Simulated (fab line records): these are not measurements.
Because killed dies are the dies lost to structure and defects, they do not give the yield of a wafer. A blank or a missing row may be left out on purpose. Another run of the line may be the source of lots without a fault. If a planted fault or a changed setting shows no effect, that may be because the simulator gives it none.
Which tool was responsible? :: flow rit_cmos :: 42 wafers from 14 lots sampled at 2 of the route's 202 steps

== WHAT THE GAUGES SHOWED, per wafer ==
RIT_ACTIVE_THK_MEAS_02. Usual: ACTIVE_OXIDE_THK typically reads 46.5 nm, with standard deviation 0.72.
lot: L494
measured: day 1 12:23
on: film_metro-03
ACTIVE_OXIDE_THK (nm): 46.7 47.1 46.8
flag: 

lot: L495
measured: day 1 19:00
on: film_metro-02
ACTIVE_OXIDE_THK (nm): 46.4 46.8 46.6
flag: 

lot: L497
measured: day 2 03:42
on: film_metro-02
ACTIVE_OXIDE_THK (nm): 47.3 46.7 47.8
flag: 

lot: L502
measured: day 3 07:47
on: film_metro-02
ACTIVE_OXIDE_THK (nm): 31.8 31.0 31.3
flag: OFF

lot: L503
measured: day 3 09:59
on: film_metro-01
ACTIVE_OXIDE_THK (nm): 31.0 30.5 30.5
flag: OFF

lot: L504
measured: day 3 15:36
on: film_metro-01
ACTIVE_OXIDE_THK (nm): 31.0 31.8 31.5
flag: OFF

lot: L508
measured: day 4 10:17
on: film_metro-03
ACTIVE_OXIDE_THK (nm): 46.6 47.4 46.2
flag: 

lot: L510
measured: day 4 20:42
on: film_metro-02
ACTIVE_OXIDE_THK (nm): 45.3 45.8 45.2
flag: 

lot: L511
measured: day 5 02:36
on: film_metro-01
ACTIVE_OXIDE_THK (nm): 47.7 47.4 47.3
flag: 

lot: L513
measured: day 5 13:25
on: film_metro-02
ACTIVE_OXIDE_THK (nm): 46.5 46.7 46.5
flag: 

lot: L514
measured: day 5 16:04
on: film_metro-01
ACTIVE_OXIDE_THK (nm): 45.6 45.1 46.1
flag: 

lot: L515
measured: day 5 21:47
on: film_metro-02
ACTIVE_OXIDE_THK (nm): 47.1 46.9 47.0
flag: 

lot: L516
measured: day 6 04:11
on: film_metro-02
ACTIVE_OXIDE_THK (nm): 47.4 46.5 46.3
flag: 

lot: L517
measured: day 6 07:03
on: film_metro-02
ACTIVE_OXIDE_THK (nm): 47.0 46.6 46.1
flag: 

== TOOL THAT RAN EACH LOT (tool first, then ch and the chambers of the sampled wafers, then the start) ==
lot: L494
RIT_ACTIVE_OXIDATION_01: furnace-01 ch 0, day 1 10:28

lot: L495
RIT_ACTIVE_OXIDATION_01: furnace-04 ch 0, day 1 17:04

lot: L497
RIT_ACTIVE_OXIDATION_01: furnace-03 ch 0, day 2 01:46

lot: L502
RIT_ACTIVE_OXIDATION_01: furnace-01 ch 0, day 3 05:51

lot: L503
RIT_ACTIVE_OXIDATION_01: furnace-01 ch 0, day 3 08:02

lot: L504
RIT_ACTIVE_OXIDATION_01: furnace-01 ch 0, day 3 13:40

lot: L508
RIT_ACTIVE_OXIDATION_01: furnace-03 ch 0, day 4 08:21

lot: L510
RIT_ACTIVE_OXIDATION_01: furnace-04 ch 0, day 4 18:46

lot: L511
RIT_ACTIVE_OXIDATION_01: furnace-04 ch 0, day 5 00:38

lot: L513
RIT_ACTIVE_OXIDATION_01: furnace-04 ch 0, day 5 11:29

lot: L514
RIT_ACTIVE_OXIDATION_01: furnace-04 ch 0, day 5 14:07

lot: L515
RIT_ACTIVE_OXIDATION_01: furnace-04 ch 0, day 5 19:52

lot: L516
RIT_ACTIVE_OXIDATION_01: furnace-03 ch 0, day 6 02:14

lot: L517
RIT_ACTIVE_OXIDATION_01: furnace-03 ch 0, day 6 05:07
- RIT_ACTIVE_OXIDATION_01: target thk 46.8 nm, ox time 3360 s.

== WHAT THE TOOLS THEMSELVES READ (means of the sampled wafers that have a number; where no wafer has one, the mark that the record gives instead) ==
RIT_ACTIVE_OXIDATION_01. Usual: spike_tc_centre_C 1001.5 C, standard deviation 1.5; spike_tc_load_C 1027.4 C, standard deviation 2.3; spike_tc_source_C 1025.6 C, standard deviation 1.1; tube_center_temp_C 1000 C, standard deviation 0.093; tube_center_temp_C_max 1002.5, standard deviation 0.42; zone_power_load_pct 36.1 %, standard deviation 0.68.
lot: L494
tool: furnace-01
spike_tc_centre_C (C): 999.5
spike_tc_load_C (C): 1025.6
spike_tc_source_C (C): 1025.6
tube_center_temp_C (C): 1000
tube_center_temp_C_max: 1002.2
zone_power_load_pct (%): 37.0
flag: 

lot: L495
tool: furnace-04
spike_tc_centre_C (C): 1002.1
spike_tc_load_C (C): 1025.3
spike_tc_source_C (C): 1026.5
tube_center_temp_C (C): 1000
tube_center_temp_C_max: 1002.8
zone_power_load_pct (%): 35.4
flag: 

lot: L497
tool: furnace-03
spike_tc_centre_C (C): 1002.4
spike_tc_load_C (C): 1030.5
spike_tc_source_C (C): 1027.0
tube_center_temp_C (C): 1000
tube_center_temp_C_max: 1002.5
zone_power_load_pct (%): 35.4
flag: 

lot: L502
tool: furnace-01
spike_tc_centre_C (C): 956.0
spike_tc_load_C (C): 981.9
spike_tc_source_C (C): 981.5
tube_center_temp_C (C): 955
tube_center_temp_C_max: 957.7
zone_power_load_pct (%): 33.3
flag: OFF

lot: L503
tool: furnace-01
spike_tc_centre_C (C): 954.8
spike_tc_load_C (C): 982.5
spike_tc_source_C (C): 979.0
tube_center_temp_C (C): 956
tube_center_temp_C_max: 958.0
zone_power_load_pct (%): 33.2
flag: OFF

lot: L504
tool: furnace-01
spike_tc_centre_C (C): 954.2
spike_tc_load_C (C): 981.9
spike_tc_source_C (C): 980.4
tube_center_temp_C (C): 955
tube_center_temp_C_max: 958.1
zone_power_load_pct (%): 33.3
flag: OFF

lot: L508
tool: furnace-03
spike_tc_centre_C (C): 1001.7
spike_tc_load_C (C): 1031.1
spike_tc_source_C (C): 1025.7
tube_center_temp_C (C): 1000
tube_center_temp_C_max: 1002.3
zone_power_load_pct (%): 35.5
flag: 

lot: L510
tool: furnace-04
spike_tc_centre_C (C): 1002.2
spike_tc_load_C (C): 1024.8
spike_tc_source_C (C): 1025.4
tube_center_temp_C (C): 1000
tube_center_temp_C_max: 1002.7
zone_power_load_pct (%): 35.6
flag: 

lot: L511
tool: furnace-04
spike_tc_centre_C (C): 1003.8
spike_tc_load_C (C): 1026.1
spike_tc_source_C (C): 1025.6
tube_center_temp_C (C): 1000
tube_center_temp_C_max: 1002.8
zone_power_load_pct (%): 35.9
flag: 

lot: L513
tool: furnace-04
spike_tc_centre_C (C): 1002.2
spike_tc_load_C (C): 1025.2
spike_tc_source_C (C): 1026.0
tube_center_temp_C (C): 1000
tube_center_temp_C_max: 1003.0
zone_power_load_pct (%): 35.4
flag: 

lot: L514
tool: furnace-04
spike_tc_centre_C (C): 1002.9
spike_tc_load_C (C): 1025.8
spike_tc_source_C (C): 1024.9
tube_center_temp_C (C): 1000
tube_center_temp_C_max: 1002.5
zone_power_load_pct (%): 35.8
flag: 

lot: L515
tool: furnace-04
spike_tc_centre_C (C): 1002.6
spike_tc_load_C (C): 1025.6
spike_tc_source_C (C): 1024.9
tube_center_temp_C (C): 1000
tube_center_temp_C_max: 1002.3
zone_power_load_pct (%): 35.7
flag: 

lot: L516
tool: furnace-03
spike_tc_centre_C (C): 1001.7
spike_tc_load_C (C): 1031.4
spike_tc_source_C (C): 1026.0
tube_center_temp_C (C): 1000
tube_center_temp_C_max: 1002.0
zone_power_load_pct (%): 35.7
flag: 

lot: L517
tool: furnace-03
spike_tc_centre_C (C): 1001.7
spike_tc_load_C (C): 1032.2
spike_tc_source_C (C): 1025.9
tube_center_temp_C (C): 1000
tube_center_temp_C_max: 1002.7
zone_power_load_pct (%): 35.5
flag: 

== THE ANSWER, worked out from the rows above alone ==
Rule: take the mean of a lot's wafers that have a number; if it is more than 3 standard deviations from the usual mean, the lot is off. A lot without any number at a reading at which 4 lots or more have one is off too. The other lots that the step has rows for count as sound. After the gauges, taken in route order, come the tools' own readings; for these a lot's mean is taken, as printed above. The first step at which some lot is off is used, and at that step the reading that is off furthest; a lot without a number counts as furthest.
Off: at RIT_ACTIVE_THK_MEAS_02 (ACTIVE_OXIDE_THK), L502, L503, L504.
If a tool, at a process step before that reading, ran all the lots that are off and no sound lot after the first of them, it fits. The gauges at RIT_ACTIVE_THK_MEAS_02 aren't tried: what is off there is off at RIT_ACTIVE_OXIDATION_01 too, on other tools, and a gauge's error can't cause that. One fits: furnace-01 at RIT_ACTIVE_OXIDATION_01. Its last sound lot is L494 (day 1 10:28), its first lot that is off L502 (day 3 05:51): a fault that began between those two fits.
The tool's own readings at RIT_ACTIVE_OXIDATION_01 bear it out: on the lots that are off they differ by more than 5 times the standard deviation of the sound lots' means. spike_tc_centre_C reads 955.0 C there against 1002.1 C on the sound lots; spike_tc_load_C reads 982.1 C there against 1027.6 C on the sound lots; spike_tc_source_C reads 980.3 C there against 1025.8 C on the sound lots; tube_center_temp_C reads 955 C there against 1000 C on the sound lots; tube_center_temp_C_max reads 957.9 there against 1002.5 on the sound lots; zone_power_load_pct reads 33.3 % there against 35.7 % on the sound lots.

== WHAT THE SIMULATOR HAD INSERTED ==
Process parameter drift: furnace-01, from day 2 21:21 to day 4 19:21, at RIT_ACTIVE_OXIDATION_01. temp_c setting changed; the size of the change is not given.
Shown lots that were struck: L502, L503, L504. The rule given above showed the same thing.
